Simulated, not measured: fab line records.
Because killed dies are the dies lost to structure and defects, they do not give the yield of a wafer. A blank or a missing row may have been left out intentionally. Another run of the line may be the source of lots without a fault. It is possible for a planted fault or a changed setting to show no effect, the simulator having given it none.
A struck lot beside a sound one ; flow rit_cmos ; 19 steps out of a route of 202
Sound: these wafers, L892.1, L892.2, L892.3. Wafers L900.2, L900.3, L900.5 were the ones struck. The cause is given at the end.
At each step with rows: each side's tool, then ch and its chambers, then its first start. Under that, the readings that differ: sound wafers ; struck wafers ; difference of the means ; sigmas: that difference in standard deviations of wafers without a fault.
alike: readings whose means differ by less than 2 such deviations, and words and numbers that are the same on both sides. not compared: withheld readings, readings that some wafer has no value for, bounds like >300 that may hide the same value, and numbers for which the record gives no deviation and whose values overlap.
Wherever a step has rows on one side only, a row that says differs or no value, or a row with sigmas, the two part there. Numbers that have no deviation but don't overlap get no sigmas and don't part them. Lack of a reading on every wafer of one side parts them only where that side has two or more wafers.

first, 4 steps without rows for these wafers: RIT_PSD_SOFTBAKE_02 (time 60 s); RIT_PSD_EXPOSE_03 (exposes mask M10, target cd 40900 nm); RIT_PSD_PEB_04; RIT_PSD_DEVELOP_05 (develop time 50 s).
RIT_PSD_OVL_MEAS_06:
  sound: overlay-01 at day 3 02:34; struck: overlay-01 at day 4 17:47
  alike: PSD_OVL
then, 2 steps without rows for these wafers: RIT_PSD_HARDBAKE_07 (time 60 s); RIT_PSD_IMPLANT_08.
RIT_PSD_STRIP_09: strips in O2, time 180 s.
  sound on plasma_asher-04 ch 0,1, day 3 03:11; struck on plasma_asher-04 ch 0,1, day 4 18:07
  alike: drypump_motor_current_A
  not compared: rf_hours_counter_h
RIT_PSD_TW_MEAS_10:
  sound: film_metro-03 at day 3 03:21; struck: film_metro-03 at day 4 18:17
  alike: PSD_TW
then, 3 steps without rows for these wafers: RIT_SDANNEAL_CLEAN_00 (cleans in SC1, time 600 s); RIT_SDANNEAL_CLEAN_01 (cleans in dHF, time 30 s); RIT_SDANNEAL_CLEAN_02 (cleans in SC2, time 600 s).
RIT_SDANNEAL_RTA_03: time 5 s.
  sound on rtp_anneal-01 ch 0, day 3 03:47; struck on rtp_anneal-01 ch 0, day 4 18:43
  alike: ramp_down_c_per_s, wafer_temp_C_max
RIT_SDANNEAL_RS_MEAS_04: measurement is done with a four-point probe.
  sound: film_metro-01 at day 3 03:50; struck: film_metro-01 at day 4 18:47
reading;sound;struck;difference;sigmas
PSD_RS (ohm/sq);115.83 116.24 116.06;97.44 97.81 97.65;-18.41;-71
RIT_SDANNEAL_RS_MEAS_05: measurement is done with a four-point probe.
  sound: film_metro-01 at day 3 03:58; struck: film_metro-01 at day 4 18:55
reading;sound;struck;difference;sigmas
NSD_RS (ohm/sq);84.5 84.3 84.4;80.8 80.6 80.8;-3.7;-11
RIT_SDANNEAL_RS_MEAS_06: measurement is done with a four-point probe.
  sound: film_metro-01 at day 3 04:05; struck: film_metro-01 at day 4 19:02
reading;sound;struck;difference;sigmas
PLDD_RS (ohm/sq);177.9 178.6 178.5;161.3 161.8 161.7;-16.7;-39
RIT_SDANNEAL_RS_MEAS_07: measurement is done with a four-point probe.
  sound: film_metro-01 at day 3 04:12; struck: film_metro-01 at day 4 19:09
reading;sound;struck;difference;sigmas
NLDD_RS (ohm/sq);152.2 152.1 152.1;147.8 148.6 148.6;-3.8;-6
then, 1 step without rows for these wafers: RIT_SILICIDE_WET_ETCH_00 (etches SiO2 in BOE, target depth 14 nm, time 15 s).
RIT_M1_PROBE_99:
  sound: prober-02 at day 3 11:34; struck: prober-02 at day 5 02:29
  alike: killed_at_contacts, killed_at_front_end, killed_dies, killed_open, killed_short

WHERE THEY PART
At RIT_SDANNEAL_RS_MEAS_04 first; at RIT_SDANNEAL_RS_MEAS_07 last (within this record only). Later steps at which nothing parts them and some readings are alike: RIT_M1_PROBE_99.

WHY: what the simulator had put in
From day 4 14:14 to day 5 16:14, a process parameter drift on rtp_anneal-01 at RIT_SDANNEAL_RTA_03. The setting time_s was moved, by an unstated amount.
